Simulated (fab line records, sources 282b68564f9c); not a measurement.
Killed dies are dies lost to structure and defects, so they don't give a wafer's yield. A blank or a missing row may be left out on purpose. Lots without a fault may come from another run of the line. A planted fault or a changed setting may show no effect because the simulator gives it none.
Chamber matching | flow rit_cmos | RIT_SPACER_ETCHBACK_05 on rie_diel-01: 4 sister chambers
The step etches Si3N4 in SF6/CHF3, stops on SiO2, target depth 250 nm, time 240 s. 4 wafers are shown with their chamber, then 7 later ones without.

WAFERS WITH THEIR CHAMBER
wafer  | chamber | throttle_valve_pct (%)
L987.1 | 2       | 10.27
L987.4 | 3       | 10.05
L992.4 | 0       | 10.55
L992.5 | 1       | 10.56

WAFERS WITHOUT THEIR CHAMBER
wafer  | throttle_valve_pct (%)
L992.6 | 10.05
L994.1 | 10.55
L994.4 | 10.05
L994.5 | 10.56
L995.2 | 10.57
L995.3 | 10.55
L995.5 | 10.06

WHICH CHAMBER EACH WENT THROUGH
wafer  | from the rows above     | in truth
L992.6 | 3                       | 3
L994.1 | can't be placed: 0 or 1 | 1
L994.4 | 3                       | 3
L994.5 | can't be placed: 1 or 0 | 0
L995.2 | can't be placed: 1 or 0 | 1
L995.3 | can't be placed: 0 or 1 | 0
L995.5 | 3                       | 3
Placed correctly: 3 of 7. Can't be placed from these rows: 4 (the true chamber is among the candidates in 4). Placed wrongly: 0.
How it was worked out, from the rows above alone: a wafer's distance from a chamber is the root of the sum, over the readings, of the square of ((its reading less the chamber's mean) divided by the reading's scatter). The wafer belongs to the nearest chamber; if the next one is less than 2 further off, it can't be placed. A chamber's mean is the mean of its shown wafers. The scatter: with one shown wafer a chamber, the root of the mean of the squares of how far each hidden wafer lies from its nearest shown one.
